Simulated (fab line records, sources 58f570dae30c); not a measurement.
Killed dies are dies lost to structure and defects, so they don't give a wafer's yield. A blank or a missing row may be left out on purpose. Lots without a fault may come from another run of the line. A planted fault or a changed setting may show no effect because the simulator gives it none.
Problem report in the 8D (eight disciplines) form, filled by code | flow berkeley_cmos170 | the parts of the form that need people (team, actions taken, sign-off) are left out

1. THE PROBLEM
FIELD_OXIDE_THK at UCB170_FIELD_THK_MEAS_02 reads a mean of 659 nm on 6 wafers of 2 lots; wafers without a fault read 555 nm with a standard deviation of 9.7. That is +11 standard deviations from the usual mean.
First seen on wafer L851.1, day 8 21:08, on film_metro-04. The record holds 42 wafers of 14 lots with a number at this step. Rule for "out", or "out of limits": more than 4 standard deviations from the usual mean. The other wafers with a number count as sound.

2. WHAT IT IS AND WHAT IT IS NOT
question                    | is                           | is not
which readings at this step | FIELD_OXIDE_THK              | -
which lots                  | L850, L851                   | L831, L832, L833, L835, L836, L837, L838, L839, L841, L842, L843, L844
which wafers of those lots  | all that have a number       | -
read on which gauges        | film_metro-01, film_metro-04 | film_metro-02
when                        | from day 8 21:08             | up to then (36 sound wafers)

3. SUSPECTS, AND WHAT RULES EACH OUT
Counting: a tool at a process step up to the reading stays a suspect if it ran every lot that is out and no sound lot after the first of them.
- the gauge at UCB170_FIELD_THK_MEAS_02: ruled out. The wafers that are out were read on 2 gauges (film_metro-01, film_metro-04).
- furnace-01 at UCB170_FIELD_OXIDATION_01 (target thk 558.3 nm, ox time 7200 s): kept. It ran every lot that is out, first L850 (day 8 18:08), and no sound lot after that; its last sound lot up to then is L839 (day 6 12:09).
Left after counting: furnace-01 at UCB170_FIELD_OXIDATION_01.

4. THE CAUSE (what the simulator had put in)
Process parameter drift: furnace-01, from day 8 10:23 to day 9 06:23, at UCB170_FIELD_OXIDATION_01. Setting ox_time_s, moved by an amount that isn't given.
Counting left only this tool.

5. THE CHAIN OF EFFECTS, in route order
Each row: a reading whose mean over the struck wafers that have a number lies more than 3 standard deviations from the usual. Only readings for which the record gives a usual standard deviation are gone through. hours: the time from each lot's start at the first step in this table that gives one to its start at this step, as a median over the lots. sigmas: the change in usual standard deviations.
hours | step                     | reading                | usual  | on struck wafers | change | sigmas
0     | UCB170_FIELD_THK_MEAS_02 | FIELD_OXIDE_THK        | 555 nm | 659              | +104   | +11
11    | UCB170_FIELD_THK_MEAS_90 | FIELD_OXIDE_LEFT_1_THK | 438 nm | 544              | +106   | +11
31    | UCB170_FIELD_THK_MEAS_91 | FIELD_OXIDE_LEFT_2_THK | 349 nm | 456              | +107   | +11
Later measuring or inspecting steps at which every struck wafer that the step has a row for has a number for every such reading, and none has moved that far: UCB170_M2_OVL_MEAS_16.

6. WHAT WOULD HAVE CAUGHT IT SOONER
In this record the first reading out of limits at a measuring or inspecting step was taken at day 8 21:08, 11 hours after the fault began at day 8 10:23.
Of the tool readings at UCB170_FIELD_OXIDATION_01 for which the record gives a usual standard deviation, none was out on any struck wafer, so an alarm limit of 4 standard deviations on them would not have fired.
All the lots that are out (2) had begun UCB170_FIELD_OXIDATION_01 on furnace-01 by day 8 21:08. A hold on the tool at that time would have spared none of them.
